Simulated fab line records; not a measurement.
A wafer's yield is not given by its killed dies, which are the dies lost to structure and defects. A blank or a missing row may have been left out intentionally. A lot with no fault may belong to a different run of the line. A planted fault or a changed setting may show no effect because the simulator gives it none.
fab line records	flow rit_cmos
[record] lots = 6	wafers = 18	last_day = 7
route steps=202 shown M1@185
lots that met no fault: from a run of the same line without faults
start_h: hours from the record's first day to the start of the lot's first wafer shown	wait_h: hours from the lot's prior step to this one	" identical to the entry in the row above	L1.1+2: one row covering several wafers at once	- no value, or no start given	* or withheld: withheld	< > ~ a bound
route shown NAME@n: NAME is a module with steps in the file, n the number in the route of the first one	usual: mean and standard deviation over wafers with no fault	same: alike in all rows	chamber/n: place in a boat	sites: readings site by site	_std_site: the standard deviation of these	_edge_site: outer sites' mean less inner sites'	radius_mm: how far each site lies from the wafer's centre	mask NAME#n: copy n	behind: tool/chamber where the wafer was last shaped	hold: reason for holding the lot/hours on hold/outcome of the hold	device: which transistor (n, p or np) failed to switch	end of line: tests of these same wafers at the route's end	a step with no rows: only its recipe	killed: count of dies lost to structure and defects at first sort (not the wafer's yield)	map: shows each die of a wafer: x if killed, . if not, _ if none is there
set.NAME: the run value of the setting; set.NAME@STEP: its run value at that earlier step	model.NAME: the simulator's own value behind a step, which no gauge read
lots seen at some steps along the route; tables by step, rows by wafer
services: when a tool's chamber went out of use (start_h, in hours from the record's first day, below 0 if earlier), for how many hours, and the reason
[[steps]]
[step RIT_M1_RS_MEAS_01]
[recipe] thk_meas_gauge = four-point-probe	reads = Al_of_M1_SPUTTER_00
[usual] M1_AL_RS = 0.0737/0.0008
lot.wafer	tool	chamber	start_h	wait_h	M1_AL_RS[ohm/sq]
L746.2	film_metro-04	-	69.51	0.2	0.0717
L746.3	"	-	"	"	0.0730
L746.6	"	-	"	"	0.0727
L747.1	film_metro-03	-	77.24	0.1	0.0731
L747.3	"	-	"	"	0.0740
L747.5	"	-	"	"	0.0738
L748.1	film_metro-02	-	83.72	0.1	0.0734
L748.5	"	-	"	"	0.0727
L748.6	"	-	"	"	0.0731
L756.1	film_metro-02	-	122.68	0.1	0.0729
L756.4	"	-	"	"	0.0743
L756.6	"	-	"	"	0.0738
L762.1	film_metro-02	-	149.03	0.1	0.0746
L762.2	"	-	"	"	0.0749
L762.3	"	-	"	"	0.0745
L766.1	film_metro-04	-	172.84	0.2	0.0743
L766.3	"	-	"	"	0.0739
L766.6	"	-	"	"	0.0741
[step RIT_M1_THK_MEAS_02]
[recipe] thk_meas_gauge = xrf	reads = Al_of_M1_SPUTTER_00
[usual] M1_AL_THK = 399/5
lot.wafer	tool	chamber	start_h	wait_h	M1_AL_THK[nm]
L746.2	film_metro-04	-	69.62	0.1	412
L746.3	"	-	"	"	406
L746.6	"	-	"	"	408
L747.1	film_metro-03	-	77.36	0.1	402
L747.3	"	-	"	"	396
L747.5	"	-	"	"	400
L748.1	film_metro-02	-	83.84	0.1	398
L748.5	"	-	"	"	405
L748.6	"	-	"	"	400
L756.1	film_metro-02	-	122.80	0.1	400
L756.4	"	-	"	"	395
L756.6	"	-	"	"	395
L762.1	film_metro-02	-	149.15	0.1	391
L762.2	"	-	"	"	390
L762.3	"	-	"	"	394
L766.1	film_metro-04	-	172.96	0.1	397
L766.3	"	-	"	"	400
L766.6	"	-	"	"	398
[step RIT_M1_HMDS_03]
[recipe] prime_time_s = 60	prime_temp_c = 140
[step RIT_M1_COAT_04]
[recipe] resist = NOVOLAK	spin_rpm = 2000	resist_thk_nm = 1300
[step RIT_M1_SOFTBAKE_05]
[recipe] resist = NOVOLAK	temp_c = 90	time_s = 60
[step RIT_M1_EXPOSE_06]
[recipe] mask_id = M12	na = 0.6	source_shape = conventional	sigma_outer = 0.5	target_cd_nm = 2600	dose_mj = 250
[step RIT_M1_PEB_07]
[recipe] resist = NOVOLAK	temp_c = withheld	time_s = withheld
[step RIT_M1_DEVELOP_08]
[recipe] resist = NOVOLAK	develop_time_s = 68	dev_temp_c = 23
[step RIT_M1_CD_MEAS_09]
[recipe] target_cd_nm = 2600
[usual] cd_nm = 2599.3/2.2
lot.wafer	tool	chamber	start_h	wait_h	cd_nm
L746.2	cd_sem-01	-	70.75	-	2600.7
L746.3	"	-	"	"	2601.1
L746.6	"	-	"	"	2601.8
L747.1	cd_sem-01	-	78.36	-	2596.9
L747.3	"	-	"	"	2596.8
L747.5	"	-	"	"	2596.8
L748.1	cd_sem-02	-	84.91	-	2597.3
L748.5	"	-	"	"	2599.3
L748.6	"	-	"	"	2599.8
L756.1	cd_sem-02	-	123.86	-	2597.3
L756.4	"	-	"	"	2598.0
L756.6	"	-	"	"	2598.7
L762.1	cd_sem-01	-	150.09	-	2600.9
L762.2	"	-	"	"	2599.0
L762.3	"	-	"	"	2600.3
L766.1	cd_sem-01	-	174.02	-	2601.5
L766.3	"	-	"	"	2603.9
L766.6	"	-	"	"	2600.0
[step RIT_M1_OVL_MEAS_10]
[usual] M1_OVL = 1.0/1.7
lot.wafer	tool	chamber	start_h	wait_h	M1_OVL[nm]
L746.2	overlay-02	-	70.86	0.1	1.5
L746.3	"	-	"	"	-0.8
L746.6	"	-	"	"	-0.6
L747.1	overlay-02	-	78.48	0.1	0.6
L747.3	"	-	"	"	0.6
L747.5	"	-	"	"	2.1
L748.1	overlay-01	-	85.03	0.1	0.4
L748.5	"	-	"	"	1.3
L748.6	"	-	"	"	-0.6
L756.1	overlay-01	-	123.98	0.1	1.1
L756.4	"	-	"	"	1.9
L756.6	"	-	"	"	3.3
L762.1	overlay-01	-	150.21	0.1	0.2
L762.2	"	-	"	"	1.8
L762.3	"	-	"	"	1.1
L766.1	overlay-02	-	174.14	0.1	-1.4
L766.3	"	-	"	"	0.4
L766.6	"	-	"	"	-2.5
[step RIT_M1_HARDBAKE_11]
[recipe] resist = NOVOLAK	temp_c = 140	time_s = 120
[step RIT_M1_METAL_ETCH_12]
[recipe] stop_on = SiO2	chemistry = Cl2/BCl3	target = Al	time_s = 165	over_etch_frac = 0.5	pressure_mtorr = 100	target_depth_a = 6000	rf_w = 247.3	Cl2_flow_sccm = 60	bcl3_flow_sccm = 50
[usual] drypump_motor_current_A = 5.8/0.69	he_backside_leak_sccm = 3.34/0.18	oes_product_au = 0.773/0.013	throttle_valve_pct = 8.21/0.1
lot.wafer	tool	chamber	start_h	wait_h	drypump_motor_current_A	he_backside_leak_sccm	oes_product_au	rf_hours_counter_h	throttle_valve_pct
L746.2	rie_metal-04	0	71.14	0.2	5.0	3.47	0.775	33	8.05
L746.3	"	1	"	"	6.6	3.34	0.785	-	8.28
L746.6	"	0	"	"	5.0	3.53	0.770	-	8.06
L747.1	rie_metal-03	0	78.77	0.2	5.4	3.21	0.764	4	8.36
L747.3	"	1	"	"	6.6	3.44	0.773	-	8.20
L747.5	"	0	"	"	5.4	3.20	0.765	-	8.35
L748.1	rie_metal-01	1	85.31	0.2	5.0	3.22	0.805	3	8.17
L748.5	"	1	"	"	5.1	3.10	0.812	-	8.17
L748.6	"	0	"	"	6.4	3.38	0.790	-	8.13
L756.1	rie_metal-03	1	124.27	0.2	6.6	3.63	0.778	4	8.19
L756.4	"	0	"	"	5.4	3.25	0.758	-	8.34
L756.6	"	1	"	"	6.6	3.51	0.770	-	8.17
L762.1	rie_metal-03	1	150.49	0.2	6.5	3.51	0.768	5	8.19
L762.2	"	0	"	"	5.4	3.15	0.747	6	8.35
L762.3	"	0	"	"	5.4	3.13	0.754	-	8.36
L766.1	rie_metal-01	0	174.43	0.2	6.3	3.16	0.779	3	8.15
L766.3	"	0	"	"	6.4	3.11	0.782	-	8.13
L766.6	"	1	"	"	5.0	3.24	0.788	-	8.15
[step RIT_M1_STRIP_13]
[recipe] chemistry = nmp	resist = NOVOLAK	temp_c = 80	time_s = 600	dry = n2_spin
[usual] bath_guard_temp_C = 80.0/0.33	bath_heat_duty_pct = 17.2/1.6
lot.wafer	tool	chamber	start_h	wait_h	bath_guard_temp_C	bath_heat_duty_pct	model.NOVOLAK_of_M1_COAT_04.thk_nm
L746.2	wet_bench-04	1	71.30	0.1	80.9	17.3	0
L746.3	"	1	"	"	80.7	18.6	0
L746.6	"	1	"	"	80.5	19.1	0
L747.1	wet_bench-03	0	78.93	0.1	-	-	809.9
L747.3	"	0	"	"	-	-	797.7
L747.5	"	0	"	"	-	-	810.5
L748.1	wet_bench-04	3	85.47	0.1	-	-	806
L748.5	"	3	"	"	-	-	808.2
L748.6	"	3	"	"	-	-	814.1
L756.1	wet_bench-04	2	124.43	0.1	79.9	18.2	0
L756.4	"	2	"	"	80.2	17.1	0
L756.6	"	2	"	"	80.0	18.1	0
L762.1	wet_bench-03	3	150.66	0.1	79.4	14.7	0
L762.2	"	3	"	"	79.8	15.2	0
L762.3	"	3	"	"	80.3	15.4	0
L766.1	wet_bench-02	2	174.59	0.1	79.5	18.4	0
L766.3	"	2	"	"	80.2	18.3	0
L766.6	"	2	"	"	79.7	17.3	0
[step RIT_M1_STRIP_14]
[recipe] chemistry = O2	time_s = 180	platen_temp_c = withheld	power_w = 500	pressure_mtorr = 4000	o2_flow_sccm = 4000
[usual] chamber_pressure_mTorr = 3999/3.5	drypump_motor_current_A = 5.8/0.37
lot.wafer	tool	chamber	start_h	wait_h	chamber_pressure_mTorr	drypump_motor_current_A	rf_hours_counter_h
L746.2	plasma_asher-04	1	71.47	0.0	3998	5.8	46
L746.3	"	0	"	"	3996	6.0	-
L746.6	"	0	"	"	4009	6.0	-
L747.1	plasma_asher-02	1	79.12	0.0	4000	5.8	42
L747.3	"	1	"	"	4003	5.8	-
L747.5	"	0	"	"	4001	5.7	-
L748.1	plasma_asher-01	0	85.65	0.0	4005	5.2	46
L748.5	"	1	"	"	4002	6.5	-
L748.6	"	0	"	"	4001	5.2	-
L756.1	plasma_asher-02	0	124.61	0.0	4001	5.7	1
L756.4	"	0	"	"	4001	5.7	-
L756.6	"	0	"	"	4001	5.7	-
L762.1	plasma_asher-01	0	150.83	0.0	3999	5.2	55
L762.2	"	1	"	"	4006	6.5	55
L762.3	"	1	"	"	3997	6.4	-
L766.1	plasma_asher-02	0	174.77	0.0	3998	5.7	7
L766.3	"	0	"	"	3993	5.7	-
L766.6	"	0	"	"	3998	5.7	-
[step RIT_M1_PROBE_99]
[usual] defect_limited_yield = 97.4/1.2	killed_at_front_end = 7/3.3	killed_dies = 7/3.3	killed_open = 3.3/1.9	killed_short = 3.6/2.1	sort_bin_3_pad_short = 0.1/0.23	sort_bin_5_function = 1.5/0.92	sort_bin_6_memory = 1.0/0.64	sort_n_pass = 257/3.3	sort_yield_pct = 97.4/1.2
[same] gross_dies = 264	killed_at_M0_to_M3 = 0	killed_at_M4_up = 0	killed_at_back_side = 0	killed_at_contacts = 0	killed_at_other = 0
lot.wafer	tool	chamber	start_h	wait_h	defect_limited_yield[%]	killed_at_front_end	killed_dies	killed_open	killed_short	sort_bin_3_pad_short[%]	sort_bin_5_function[%]	sort_bin_6_memory[%]	sort_n_pass	sort_yield_pct[%]
L746.2	prober-02	-	73.44	0.1	96.6	9	9	4	5	0.4	2.3	0.8	255	96.6
L746.3	prober-02	-	73.49	0.2	98.5	4	4	4	0	0	0.8	0.8	260	98.5
L746.6	prober-02	-	73.64	0.2	98.5	4	4	2	2	0	0.8	0.8	260	98.5
L747.1	prober-01	-	81.04	0.1	97.3	7	7	4	3	0	1.1	1.5	257	97.3
L747.3	prober-01	-	81.14	0.2	98.9	3	3	1	1	0	0.8	0.4	261	98.9
L747.5	prober-01	-	81.24	0.2	97.0	8	8	4	4	0	1.5	1.5	256	97.0
L748.1	prober-02	-	87.56	0.1	96.2	10	10	5	5	0.4	2.7	0.8	254	96.2
L748.5	prober-02	-	87.76	0.2	98.5	4	4	1	3	0.4	0.4	0.8	260	98.5
L748.6	prober-02	-	87.81	0.2	98.9	3	3	1	2	0	0.4	0.8	261	98.9
L756.1	prober-02	-	126.52	0.1	96.2	10	10	6	4	0	2.3	1.5	254	96.2
L756.4	prober-02	-	126.67	0.2	96.6	9	9	3	6	0	1.5	1.9	255	96.6
L756.6	prober-02	-	126.77	0.2	97.0	8	8	4	4	0.4	2.3	0.4	256	97.0
L762.1	prober-02	-	152.75	0.1	97.0	8	8	3	5	0	1.5	1.5	256	97.0
L762.2	prober-02	-	152.80	0.1	98.5	4	4	1	3	0	1.1	0.4	260	98.5
L762.3	prober-02	-	152.85	0.2	97.3	7	7	4	3	0.8	1.1	0.8	257	97.3
L766.1	prober-02	-	176.68	0.1	97.7	6	6	2	4	0.4	1.5	0.4	258	97.7
L766.3	prober-02	-	176.78	0.2	98.5	4	4	1	3	0	0	1.5	260	98.5
L766.6	prober-02	-	176.93	0.2	97.7	6	6	1	5	0	1.1	1.1	258	97.7
// killed by level:class
L746.2 REOX:geometric_particle:short=2 SILICIDE:geometric_particle:open=2 ACTIVE:geometric_particle:short=1 FOX1:geometric_particle:open=1 FOX2:geometric_particle:open=1 GATE:geometric_particle:short=1 SPACER:geometric_particle:short=1
L746.3 REOX:geometric_particle:open=2 GATE:geometric_particle:open=1 SILICIDE:geometric_particle:open=1
L746.6 FOX2:geometric_particle:open=1 FOX2:geometric_particle:short=1 GATE:geometric_particle:open=1 GATE:geometric_particle:short=1
L747.1 GATE:geometric_particle:open=3 FOX2:geometric_particle:short=1 GATE:geometric_particle:short=1 REOX:geometric_particle:short=1 SPACER:geometric_particle:open=1
L747.3 GATE:geometric_particle:open=1 SPACER:geometric_particle:short=1 PRETRO:coat_microbubble_printed=1
L747.5 GATE:geometric_particle:short=2 SPACER:geometric_particle:open=2 ACTIVE:geometric_particle:short=1 FOX2:geometric_particle:open=1 GATE:geometric_particle:open=1 SPACER:geometric_particle:short=1
L748.1 GATE:geometric_particle:short=2 FOX1:geometric_particle:short=1 FOX1:geometric_particle:open=1 FOX2:geometric_particle:open=1 GATE:geometric_particle:open=1 REOX:geometric_particle:short=1 SPACER:geometric_particle:open=1 SPACER:geometric_particle:short=1
L748.5 FOX1:geometric_particle:short=2 GATE:geometric_particle:short=1 SILICIDE:geometric_particle:open=1
L748.6 FOX1:geometric_particle:short=1 GATE:geometric_particle:short=1 SPACER:geometric_particle:open=1
L756.1 GATE:geometric_particle:open=3 GATE:geometric_particle:short=3 FOX1:geometric_particle:open=2 FOX1:geometric_particle:short=1 SILICIDE:geometric_particle:open=1
L756.4 FOX1:geometric_particle:short=3 FOX1:geometric_particle:open=2 FOX2:geometric_particle:short=1 GATE:geometric_particle:short=1 SPACER:geometric_particle:short=1 SILICIDE:geometric_particle:open=1
L756.6 GATE:geometric_particle:open=3 REOX:geometric_particle:short=3 REOX:geometric_particle:open=1 SILICIDE:geometric_particle:short=1
L762.1 GATE:geometric_particle:short=4 GATE:geometric_particle:open=2 REOX:geometric_particle:short=1 SPACER:geometric_particle:open=1
L762.2 GATE:geometric_particle:short=3 GATE:geometric_particle:open=1
L762.3 GATE:geometric_particle:open=2 REOX:geometric_particle:short=2 GATE:geometric_particle:short=1 REOX:geometric_particle:open=1 SPACER:geometric_particle:open=1
L766.1 GATE:geometric_particle:short=2 GATE:geometric_particle:open=1 REOX:geometric_particle:short=1 SPACER:geometric_particle:short=1 SILICIDE:geometric_particle:open=1
L766.3 SPACER:geometric_particle:short=2 FOX2:geometric_particle:short=1 GATE:geometric_particle:open=1
L766.6 FOX1:geometric_particle:short=2 GATE:geometric_particle:short=2 FOX2:geometric_particle:short=1 GATE:geometric_particle:open=1
[[services]]
tool	chamber	start_h	hours	kind
rie_metal-03	1	64.17	4.9	repair
rie_metal-04	1	73.75	20.2	repair
wet_bench-03	-	79.36	2.7	repair
plasma_asher-02	-	108.75	9.0	pm
plasma_asher-02	0	108.75	9.0	vent_cycle
plasma_asher-02	1	108.75	9.0	vent_cycle
wet_bench-03	-	111.24	2.2	repair
rie_metal-01	-	112.99	1.4	pm
plasma_asher-02	0	117.75	-	clean
plasma_asher-02	1	117.75	-	clean
rie_metal-01	-	124.36	28.1	pm
plasma_asher-01	-	129.07	1.5	repair
rie_metal-04	-	136.12	20.0	pm
rie_metal-04	0	136.12	20.0	vent_cycle
rie_metal-04	1	136.12	20.0	vent_cycle
rie_metal-04	0	156.12	-	clean
rie_metal-04	1	156.12	-	clean
plasma_asher-04	-	166.80	0.8	repair
[[key]]
[first_sign] step = RIT_M1_STRIP_13	reading = tool_record	direction = missing
effect none on later readings
[model_effect] step = RIT_M1_STRIP_13	value = NOVOLAK_of_M1_COAT_04.thk_nm	without = 0	struck = 807.7
met_at RIT_M1_STRIP_13
struck_wafers L747.1,L747.3,L747.5,L748.1,L748.5,L748.6
onset_between 71.30 78.93
[fault] kind = skipped_step_whole	tool = wet_bench-03,wet_bench-04	chamber = -	onset_h = 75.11	steps = RIT_M1_STRIP_13	scope = struck_lots_only
